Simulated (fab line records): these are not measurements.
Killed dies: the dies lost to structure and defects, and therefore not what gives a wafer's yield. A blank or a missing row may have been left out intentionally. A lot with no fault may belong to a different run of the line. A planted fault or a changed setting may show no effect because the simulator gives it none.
A single fault, viewed from 2 desks :: flow rit-cmos :: each desk holds nothing but its own numbers, with what lay behind them at the end

## FOR THE TOOL OWNER'S DESK: pvd-sputter-03
The tool's own readings at RIT_SILICIDE_SPUTTER_01 (material Ti, target thk 30 nm, time 240 s): means of the sampled wafers that have a number, for each lot that ran on this tool. A lot is out of limits, marked OUT, if its mean lies more than 4 standard deviations from the usual mean; the brackets give that distance.
Columns: A = substrate-temp-c at RIT_SILICIDE_SPUTTER_01, usual 25.00 C; B = throttle-valve-pct at RIT_SILICIDE_SPUTTER_01, usual 30.4 %
lot: L123
first seen here: day 3 03:02
A: 24.98
B: 31.2

lot: L125
first seen here: day 3 13:20
A: 24.96
B: 31.9

lot: L127
first seen here: day 3 23:02
A: 25.02
B: 31.5

lot: L129
first seen here: day 4 08:17
A: 25.02
B: 31.7

lot: L131
first seen here: day 4 19:03
A: 25.07
B: 30.7

lot: L133
first seen here: day 5 06:38
A: 24.95
B: 31.7

lot: L139
first seen here: day 6 11:38
A: 25.12
B: 31.0

lot: L141
first seen here: day 7 02:06
A: 24.99
B: 31.8

lot: L143
first seen here: day 7 06:10
A: 24.98
B: 31.1
This desk's finding: nothing out of limits on any of the 9 lots.

## FROM THE METROLOGY DESK
Means of the sampled wafers that have a number, per lot and without regard to the tool the lot ran on: this is what the gauges read. A lot is out of limits, marked OUT, if its mean lies more than 4 standard deviations from the usual mean; the brackets give that distance.
Columns: A = SILICIDE_TI_RS at RIT_SILICIDE_RS_MEAS_02, usual 48.5 ohm/sq; B = SILICIDE_TI_THK at RIT_SILICIDE_THK_MEAS_03, usual 29.50 nm
lot: L123
first seen here: day 3 03:12
A: 47.7
B: 29.92

lot: L124
first seen here: day 3 08:05
A: 47.9
B: 29.90

lot: L125
first seen here: day 3 13:29
A: 48.2
B: 29.60

lot: L126
first seen here: day 3 17:13
A: 48.4
B: 29.56

lot: L127
first seen here: day 3 23:13
A: 49.0
B: 29.34

lot: L128
first seen here: day 4 06:34
A: 48.9
B: 29.27

lot: L129
first seen here: day 4 08:35
A: 48.5
B: 29.26

lot: L131
first seen here: day 4 19:12
A: 48.9
B: 29.00

lot: L132
first seen here: day 5 05:00
A: 48.8
B: 29.44

lot: L133
first seen here: day 5 06:47
A: 49.0
B: 29.11

lot: L134
first seen here: day 5 10:10
A: 48.7
B: 29.24

lot: L139
first seen here: day 6 11:47
A: 50.8 (+5.5) OUT
B: 28.74

lot: L141
first seen here: day 7 02:16
A: 50.9 (+5.8) OUT
B: 28.31 (-4.1) OUT

lot: L143
first seen here: day 7 06:22
A: 50.6 (+5.0) OUT
B: 28.45

lot: L146
first seen here: day 7 22:05
A: 48.7
B: 29.52
Finding of this desk: L139, L141, L143 out of limits, first seen on L139 at day 6 11:47 (SILICIDE_TI_RS at RIT_SILICIDE_RS_MEAS_02). L123, L124, L125, L126, L127, L128, L129, L131, L132, L133, L134, L146 stayed within limits.

## PUT TOGETHER
On L139, L141, L143, the metrology desk was in a position to raise an alarm at day 6 11:47.
The tool owner's desk saw nothing out of limits.
The tool owner's desk has L139, L141, L143 on record, within its limits.
The lots listed all ran RIT_SILICIDE_SPUTTER_01 on pvd-sputter-03.

## WHAT THE SIMULATOR PUT IN
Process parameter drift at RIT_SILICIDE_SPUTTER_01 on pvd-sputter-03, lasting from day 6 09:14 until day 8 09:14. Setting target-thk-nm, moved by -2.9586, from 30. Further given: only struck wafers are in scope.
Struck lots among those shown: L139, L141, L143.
Hours from the fault's start to each desk's first reading out of limits: the metrology desk, 3.
